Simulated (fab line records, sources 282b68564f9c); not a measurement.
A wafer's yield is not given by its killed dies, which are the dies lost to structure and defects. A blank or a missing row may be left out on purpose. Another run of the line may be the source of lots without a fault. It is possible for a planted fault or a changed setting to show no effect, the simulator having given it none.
The tool behind it: which one? + flow rit cmos + 7 lots with 21 wafers sampled at 2 steps, on a route of 202 steps

## WHAT THE GAUGES READ, wafer by wafer
RIT_NWELL_TW_MEAS_10.
| lot  | measured    | on            | NWELL_TW       |
|------|-------------|---------------|----------------|
| L167 | day 2 03:19 | film metro-03 | 2134 2145 2142 |
| L169 | day 2 14:32 | film metro-04 | 2197 2180 2190 |
| L174 | day 3 13:32 | film metro-04 | 2171 2182 2177 |
| L176 | day 4 04:37 | film metro-03 | 1647 1638 1646 |
| L182 | day 5 06:19 | film metro-02 | 2166 2162 2159 |
| L186 | day 6 00:50 | film metro-03 | 2151 2149 2154 |
| L188 | day 6 12:05 | film metro-03 | 2144 2133 2153 |

## WHICH TOOL RAN EACH LOT (tool, then ch and the chambers of the sampled wafers, then the start)
| lot  | RIT_NWELL_IMPLANT_08           |
|------|--------------------------------|
| L167 | implanter-02 ch 0, day 2 03:00 |
| L169 | implanter-04 ch 0, day 2 14:14 |
| L174 | implanter-02 ch 0, day 3 13:14 |
| L176 | implanter-04 ch 0, day 4 04:19 |
| L182 | implanter-02 ch 0, day 5 06:01 |
| L186 | implanter-03 ch 0, day 6 00:32 |
| L188 | implanter-02 ch 0, day 6 11:46 |
- RIT_NWELL_IMPLANT_08

## THE ANSWER, worked out from the rows above alone
Rule: usual is defined by the lots themselves. The widest of any qualifying gaps counts: lots, ordered by their means at a reading, are off when they make up no more than a third of the lots, leave a main group of 4 or more, and stand apart from it by 3 or more times the standard deviation of that group's means. The tables above print the reading to a certain number of digits; a main group whose means all agree to those digits is not used. Also off: a lot with no number at a reading for which 4 or more lots have one. Where the step has rows for the other lots, those lots are counted as sound.
Off: L176, seen at RIT_NWELL_TW_MEAS_10 (NWELL_TW). The main group: mean 2160, standard deviation 18.
If a tool, at a process step before that reading, ran all the lots that are off and no sound lot after the first of them, it fits. The gauges at RIT_NWELL_TW_MEAS_10 are tried like those tools. One candidate fits, namely implanter-04 at RIT_NWELL_IMPLANT_08. A fault onset in the window from L169 (day 2 14:14, its last sound lot) to L176 (day 4 04:19, its first lot off) fits.

## WHAT THE SIMULATOR HAD PUT IN
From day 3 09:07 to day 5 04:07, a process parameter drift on implanter-04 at RIT_NWELL_IMPLANT_08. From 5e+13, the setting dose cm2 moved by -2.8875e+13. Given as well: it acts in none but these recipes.
Struck lots among those shown: L176. This agrees with what the rule above found.
